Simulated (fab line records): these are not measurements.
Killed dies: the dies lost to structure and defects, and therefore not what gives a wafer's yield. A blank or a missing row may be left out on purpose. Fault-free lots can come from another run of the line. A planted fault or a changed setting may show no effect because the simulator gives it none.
Which tool was responsible? + flow rit cmos + 18 wafers from 6 lots sampled at 2 of the route's 202 steps

## WHAT EACH GAUGE READ, for each wafer
RIT_SPACER_THK_MEAS_04.
| lot  | measured    | on            | SPACER_NITRIDE_THK (nm) |
|------|-------------|---------------|-------------------------|
| L917 | day 3 04:04 | film metro-03 | 250.2 252.6 251.5       |
| L919 | day 3 14:28 | film metro-01 | 255.6 256.5 254.7       |
| L921 | day 3 23:40 | film metro-04 | 246.8 249.1 248.4       |
| L923 | day 4 14:02 | film metro-03 | 246.1 247.6 247.1       |
| L926 | day 5 00:32 | film metro-04 | 249.4 249.0 249.8       |
| L930 | day 5 22:42 | film metro-01 | 232.0 231.3 232.9       |

## WHAT TOOL EACH LOT RAN ON (gives the tool, then ch and the chambers of the sampled wafers, and finally the start)
| lot  | RIT_SPACER_CVD_03          |
|------|----------------------------|
| L917 | lpcvd-01 ch 1, day 3 02:08 |
| L919 | lpcvd-01 ch 0, day 3 12:34 |
| L921 | lpcvd-02 ch 0, day 3 21:45 |
| L923 | lpcvd-01 ch 0, day 4 12:07 |
| L926 | lpcvd-02 ch 1, day 4 22:37 |
| L930 | lpcvd-02 ch 1, day 5 20:46 |
- RIT_SPACER_CVD_03: deposits Si3N4 from SiH2Cl2/NH3, target thk 250 nm, time 3300 s.

## THE ANSWER, worked out from the rows above alone
Rule: the lots themselves supply what counts as usual. The widest of any qualifying gaps counts: lots, ordered by their means at a reading, are off when they make up no more than a third of the lots, leave a main group of 4 or more, and stand apart from it by 3 or more times the standard deviation of that group's means. If all means in a main group match to the digits the tables above print for the reading, that group is not used. A lot without any number at a reading at which 4 lots or more have one is off too. Any other lot the step has rows for is counted as sound.
Off: L930, at RIT_SPACER_THK_MEAS_04 (SPACER_NITRIDE_THK). For the main group the mean is 250.3 nm and the standard deviation 3.
A tool fits if, at a process step before that reading, it ran every lot that is off, and no sound lot after the first of them. The gauges at RIT_SPACER_THK_MEAS_04 are tried like those tools. This does not decide it: 2 tools fit, namely lpcvd-02 at RIT_SPACER_CVD_03 and film metro-01 at RIT_SPACER_THK_MEAS_04.

## WHAT WAS PUT IN BY THE SIMULATOR
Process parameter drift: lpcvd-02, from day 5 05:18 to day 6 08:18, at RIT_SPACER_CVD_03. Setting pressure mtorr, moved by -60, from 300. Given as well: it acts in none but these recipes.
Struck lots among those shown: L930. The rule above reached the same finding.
